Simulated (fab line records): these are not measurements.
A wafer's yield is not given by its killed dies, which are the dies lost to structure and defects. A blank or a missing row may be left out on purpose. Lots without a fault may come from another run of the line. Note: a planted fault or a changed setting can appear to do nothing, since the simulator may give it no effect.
A single fault, viewed from 2 desks / flow rit-cmos / every desk sees just its own numbers, and what lay behind them comes last

TOOL OWNER'S DESK, implanter-04
RIT_PWELL_IMPLANT_08, tool's own readings: per-lot mean of the sampled wafers with a number, covering each lot this tool ran. The brackets show how far a lot's mean lies from the usual mean; more than 4 standard deviations puts the lot out of limits, marked OUT.
Columns: A = dose-ions-cm2 at RIT_PWELL_IMPLANT_08, usual 7e+13; B = faraday-current-uA at RIT_PWELL_IMPLANT_08, usual 223; C = tilt-deg at RIT_PWELL_IMPLANT_08, usual 6.999 degrees
lot=L444; first seen here=day 3 00:53; A=7e+13; B=225; C=6.995
lot=L445; first seen here=day 3 05:58; A=7e+13; B=225; C=7.019
lot=L446; first seen here=day 3 10:08; A=7e+13; B=220; C=6.992
lot=L457; first seen here=day 5 17:07; A=1e+14 (+99 or more) OUT; B=325 (+22) OUT; C=7.004
lot=L459; first seen here=day 6 09:59; A=1e+14 (+99 or more) OUT; B=325 (+22) OUT; C=6.995
This desk finds L457, L459 out of limits, L457 being first, at day 5 17:07 (dose-ions-cm2 at RIT_PWELL_IMPLANT_08). L444, L445, L446: within limits.

THE METROLOGY DESK
Lot by lot, what the gauges showed, no matter which tool ran the lot: averages of those sampled wafers that carry a number. The brackets show how far a lot's mean lies from the usual mean; more than 4 standard deviations puts the lot out of limits, marked OUT.
Columns: A = PWELL_TW at RIT_PWELL_TW_MEAS_10, usual 954; B = PWELL_RS at RIT_WELLDRIVE_RS_MEAS_02, usual 429.3 ohm/sq
lot=L439; first seen here=day 2 01:44; A=938; B=430.3
lot=L440; first seen here=day 2 07:18; A=939; B=428.9
lot=L442; first seen here=day 2 14:59; A=968; B=429.6
lot=L443; first seen here=day 2 19:37; A=941; B=428.9
lot=L444; first seen here=day 3 01:11; A=969; B=429.6
lot=L445; first seen here=day 3 06:16; A=967; B=428.8
lot=L446; first seen here=day 3 10:28; A=967; B=428.9
lot=L447; first seen here=day 3 18:05; A=967; B=428.1
lot=L449; first seen here=day 4 02:33; A=972; B=428.7
lot=L452; first seen here=day 4 15:52; A=956; B=428.5
lot=L457; first seen here=day 5 17:26; A=1059 (+7.0) OUT; B=338.4 (-83) OUT
lot=L459; first seen here=day 6 10:19; A=1084 (+8.6) OUT; B=338.4 (-83) OUT
lot=L460; first seen here=day 6 13:08; A=967; B=427.6
lot=L461; first seen here=day 6 13:22; A=938; B=429.2
This desk finds L457, L459 out of limits, with the earliest case on L457 at day 5 17:26 (PWELL_TW at RIT_PWELL_TW_MEAS_10). L439, L440, L442, L443, L444, L445, L446, L447, L449, L452, L460, L461: within limits.

BROUGHT TOGETHER
On L457, L459, at day 5 17:07, an alarm was possible from the tool owner's desk.
On L457, L459, the metrology desk was in a position to raise an alarm at day 5 17:26.
Every lot named ran RIT_PWELL_IMPLANT_08 on implanter-04.

WHAT THE SIMULATOR HAD PUT IN
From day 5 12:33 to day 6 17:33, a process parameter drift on implanter-04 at RIT_PWELL_IMPLANT_08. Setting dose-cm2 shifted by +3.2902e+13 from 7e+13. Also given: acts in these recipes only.
Struck lots among those shown: L457, L459.
Delay (hours) between the fault's onset and each desk's first out-of-limits reading: 5 at the tool owner's desk, 5 at the metrology desk.
